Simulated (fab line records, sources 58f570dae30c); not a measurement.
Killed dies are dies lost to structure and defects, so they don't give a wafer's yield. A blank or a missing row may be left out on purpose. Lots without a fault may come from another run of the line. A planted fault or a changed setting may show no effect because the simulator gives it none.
Tool commonality check | flow berkeley_cmos170 | 14 lots, 42 wafers sampled

WHY IT WAS OPENED
At UCB170_PVT_TW_MEAS_09 the reading PVT_TW is flagged on 2 of 14 lots. Wafers without a fault read 507, standard deviation 4.4.
Rule: a lot is flagged when every wafer of it that has a number lies more than 4 standard deviations from that mean, or none has a number. The other lots count as sound.

lot  | measured     | on            | PVT_TW, wafer by wafer | flag
L662 | day 7 02:51  | film_metro-01 | 505 504 504            |
L664 | day 7 03:05  | film_metro-02 | 512 511 510            |
L663 | day 7 03:20  | film_metro-01 | 509 506 503            |
L665 | day 7 03:34  | film_metro-03 | 500 504 503            |
L666 | day 7 18:04  | film_metro-01 | 508 505 506            |
L667 | day 7 18:11  | film_metro-02 | 513 510 510            |
L668 | day 8 04:06  | film_metro-03 | 505 505 508            |
L670 | day 8 13:39  | film_metro-01 | 502 501 500            |
L669 | day 8 13:49  | film_metro-03 | 507 506 503            |
L675 | day 9 13:11  | film_metro-01 | 480 478 478            | FLAGGED
L678 | day 10 15:44 | film_metro-03 | 477 482 481            | FLAGGED
L679 | day 11 02:28 | film_metro-03 | 503 505 504            |
L685 | day 11 14:10 | film_metro-03 | 505 505 505            |
L681 | day 11 14:37 | film_metro-03 | 505 504 504            |
The numbers of the flagged lots are 479 on average: -28 against the usual, or -6 standard deviations.

WHICH TOOL RAN EACH LOT
The record holds 1 process step before the reading, out of a route of 331 steps. In each cell: the tool, then ch and the chambers that the sampled wafers went through, then the start.
lot  | flag    | UCB170_PVT_IMPLANT_07
L662 |         | implanter-01 ch 0, day 7 02:37
L664 |         | implanter-03 ch 0, day 7 02:52
L663 |         | implanter-02 ch 0, day 7 03:06
L665 |         | implanter-01 ch 0, day 7 03:19
L666 |         | implanter-02 ch 0, day 7 17:49
L667 |         | implanter-03 ch 0, day 7 17:56
L668 |         | implanter-01 ch 0, day 8 03:51
L670 |         | implanter-02 ch 0, day 8 13:24
L669 |         | implanter-02 ch 0, day 8 13:35
L675 | FLAGGED | implanter-01 ch 0, day 9 12:56
L678 | FLAGGED | implanter-01 ch 0, day 10 15:30
L679 |         | implanter-02 ch 0, day 11 02:13
L685 |         | implanter-03 ch 0, day 11 13:55
L681 |         | implanter-02 ch 0, day 11 14:23
What these steps do:
- UCB170_PVT_IMPLANT_07
- UCB170_PVT_TW_MEAS_09

FLAGGED OVER TOTAL, TOOL BY TOOL (the gauges that took the reading come last)
step                  | tool          | lots run | flagged | share of the flagged lots | sound lots run after its first flagged lot
UCB170_PVT_IMPLANT_07 | implanter-01  | 5        | 2       | all                       | 0
UCB170_PVT_IMPLANT_07 | implanter-02  | 6        | 0       | none                      | -
UCB170_PVT_IMPLANT_07 | implanter-03  | 3        | 0       | none                      | -
UCB170_PVT_TW_MEAS_09 | film_metro-01 | 5        | 1       | some                      | 0
UCB170_PVT_TW_MEAS_09 | film_metro-02 | 2        | 0       | none                      | -
UCB170_PVT_TW_MEAS_09 | film_metro-03 | 7        | 1       | some                      | 3 (L679,L685,L681)

WHAT THE TABLE ALLOWS
1 row of the table ran every flagged lot: implanter-01 at UCB170_PVT_IMPLANT_07.
- implanter-01 at UCB170_PVT_IMPLANT_07: 2 of its 5 lots flagged. Its last sound lot is L668 (day 8 03:51), its first flagged lot L675 (day 9 12:56): a fault that began between those two fits. Its own readings lie more than 4 standard deviations out on every wafer of the flagged lots: beam_energy_keV.
One tool is left: implanter-01 at UCB170_PVT_IMPLANT_07.

WHAT THE SIMULATOR HAD PUT IN
Process parameter drift: implanter-01, from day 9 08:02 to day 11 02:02, at UCB170_PVT_IMPLANT_07. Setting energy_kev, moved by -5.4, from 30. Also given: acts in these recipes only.
Lots struck among those shown: L675, L678. The rule above found the same.
